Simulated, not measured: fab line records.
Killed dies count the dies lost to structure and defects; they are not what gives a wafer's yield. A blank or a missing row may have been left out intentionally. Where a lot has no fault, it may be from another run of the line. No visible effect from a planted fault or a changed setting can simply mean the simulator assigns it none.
Comparing a struck lot with a sound one :: flow rit cmos :: 15 steps out of a route of 202
Sound: wafers L655.1, L655.3, L655.5. Struck: wafers L672.3, L672.4, L672.6. The cause is named last.
For every step that has rows: the tool of each side, followed by ch and its chambers, followed by its first start. Under that, the readings that differ: sound wafers :: struck wafers :: difference of the means :: sigmas: that difference in standard deviations of wafers without a fault.
alike: readings with means less than 2 such deviations apart, plus words and numbers identical on both sides. not compared: withheld readings, readings lacking a value on some wafer, bounds such as >300 that could conceal the same value, and numbers that have no deviation in the record and whose values overlap.
A row with sigmas, a row that says differs or no value, or rows on one side alone: a step with any of these is where the two part. Non-overlapping numbers with no deviation appear without sigmas and do not part them. A reading missing from all wafers of one side parts the sides only when that side holds two or more wafers.

first, 3 steps without rows for these wafers: RIT_ACTIVE_CLEAN_16 (cleans in dHF, time 30 s); RIT_ACTIVE_CLEAN_17 (cleans in SC2, time 600 s); RIT_FOX1_OXIDATION_00 (target thk 350.7 nm, ox time 1130 s).
RIT_FOX1_THK_MEAS_01:
  struck on film metro-01, day 5 07:32; sound on film metro-02, day 1 18:23
  alike: FOX1_OXIDE_THK
then, 2 steps without rows for these wafers: RIT_FOX1_WET_ETCH_02 (etches SiO2 in BOE, target depth 350 nm, time 390 s); RIT_FOX2_OXIDATION_00 (target thk 350.7 nm, ox time 1130 s).
RIT_FOX2_THK_MEAS_01:
  struck on film metro-02, day 5 09:02; sound on film metro-03, day 1 22:34
  alike: FOX2_OXIDE_THK
then, 2 steps without rows for these wafers: RIT_FOX2_CLEAN_02 (cleans in dHF, time 180 s); RIT_FOX2_WET_ETCH_03 (etches Si3N4 in H3PO4, target depth 195 nm, time 2700 s).
RIT_FOX2_THK_MEAS_90:
  struck on film metro-04, day 5 09:55; sound on film metro-03, day 1 23:27
  alike: FIELD_OXIDE_LEFT_1_THK
then, 2 steps without rows for these wafers: RIT_NWELL_HMDS_00 (prime time 60 s); RIT_NWELL_COAT_01 (resist thk 1300 nm).
RIT_NWELL_SOFTBAKE_02: time 60 s.
  sound on litho track-01 ch 0, day 1 23:49; struck on litho track-03 ch 0, day 5 10:19
reading: heater power total W (W)
sound: 34.60 34.60 34.61
struck: 34.88 34.82 34.87
difference: +0.25
sigmas: +5

reading: plate temp C (C)
sound: 90.10 89.91 89.88
struck: 90.75 90.84 90.70
difference: +0.80
sigmas: +6
  alike: exhaust pa
then, 1 step without rows for these wafers: RIT_NWELL_EXPOSE_03 (exposes mask M2, target cd 43900 nm).
RIT_M1_PROBE_99:
  struck on prober-02, day 7 00:52; sound on prober-01, day 3 19:52
  alike: killed at contacts, killed at front end, killed dies, killed open, killed short

WHERE THEY PART
Within this record, at RIT_NWELL_SOFTBAKE_02 only. Later steps at which nothing parts them and some readings are alike: RIT_M1_PROBE_99.

WHY: whatever the simulator had introduced
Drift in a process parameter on litho track-03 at RIT_NWELL_SOFTBAKE_02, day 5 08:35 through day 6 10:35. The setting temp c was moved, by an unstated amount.
